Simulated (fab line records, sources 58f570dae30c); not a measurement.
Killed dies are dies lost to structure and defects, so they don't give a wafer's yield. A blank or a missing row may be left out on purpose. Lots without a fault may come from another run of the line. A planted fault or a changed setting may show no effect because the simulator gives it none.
Problem report in the 8D (eight disciplines) form, filled by code | flow berkeley_cmos170 | the parts of the form that need people (team, actions taken, sign-off) are left out

1. THE PROBLEM
SPACER_TEOS_THK at UCB170_SPACER_THK_MEAS_01 reads a mean of 326 nm on 3 wafers of 2 lots; wafers without a fault read 376 nm with a standard deviation of 4.2. That is -12 standard deviations from the usual mean.
First seen on wafer L602.2, day 10 00:05, on film_metro-03. The record holds 42 wafers of 14 lots with a number at this step. Rule for "out", or "out of limits": more than 4 standard deviations from the usual mean. The other wafers with a number count as sound.

2. WHAT IT IS AND WHAT IT IS NOT
question                    | is                           | is not
which readings at this step | SPACER_TEOS_THK              | -
which lots                  | L602, L604                   | L590, L592, L593, L595, L597, L598, L605, L607, L608, L610, L612, L613
which wafers of those lots  | L602.2, L604.2, L604.4       | L602.1, L602.6, L604.5
read on which gauges        | film_metro-03, film_metro-04 | film_metro-01
when                        | from day 10 00:05            | up to then (20 sound wafers); but 19 sound wafers of L604, L605, L607, L608, L610, L612, L613 came after

3. SUSPECTS, AND WHAT RULES EACH OUT
Counting: a tool at a process step up to the reading stays a suspect if it ran every lot that is out. Sound lots after the first of them don't rule it out here, since some wafers of a struck lot are sound.
- the gauge at UCB170_SPACER_THK_MEAS_01: ruled out. The wafers that are out were read on 2 gauges (film_metro-03, film_metro-04).
- pecvd-04 at UCB170_SPACER_CVD_00 (deposits SiO2 from TEOS/O2, target thk 376 nm, time 47 s): kept. It ran every lot that is out, first L602 (day 10 00:02); its last sound lot up to then is L598 (day 9 21:06).
- Within pecvd-04 at UCB170_SPACER_CVD_00: the wafers that are out ran in chamber 2; their sound lot-mates ran in chambers 0, 1.
Left after counting: pecvd-04 at UCB170_SPACER_CVD_00.

4. THE CAUSE (what the simulator had put in)
Process parameter drift: pecvd-04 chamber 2, from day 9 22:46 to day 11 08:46, at UCB170_SPACER_CVD_00. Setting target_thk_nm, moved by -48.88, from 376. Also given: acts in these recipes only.
Counting left only this tool.

5. THE CHAIN OF EFFECTS, in route order
Each row: a reading whose mean over the struck wafers that have a number lies more than 3 standard deviations from the usual. Only readings for which the record gives a usual standard deviation are gone through. hours: the time from each lot's start at the first step in this table that gives one to its start at this step, as a median over the lots. sigmas: the change in usual standard deviations.
hours | step                      | reading         | usual      | on struck wafers | change | sigmas
0     | UCB170_SPACER_THK_MEAS_01 | SPACER_TEOS_THK | 376 nm     | 326              | -50    | -12
6     | UCB170_SPACER_ETCHBACK_03 | oes_product_au  | 0.905 a.u. | 0.815            | -0.090 | -4.7
The process steps in it:
- UCB170_SPACER_ETCHBACK_03: etches SiO2 in CHF3/CF4/Ar, stops on Si, target depth 376 nm, time 100 s.

6. WHAT WOULD HAVE CAUGHT IT SOONER
In this record the first reading out of limits at a measuring or inspecting step was taken at day 10 00:05, 1 hour after the fault began at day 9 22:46.
Of the tool readings at UCB170_SPACER_CVD_00 for which the record gives a usual standard deviation, none was out on any struck wafer, so an alarm limit of 4 standard deviations on them would not have fired.
Of the lots that are out (2), L604 began UCB170_SPACER_CVD_00 on pecvd-04 after day 10 00:05. A hold on the tool at that time would have spared it.
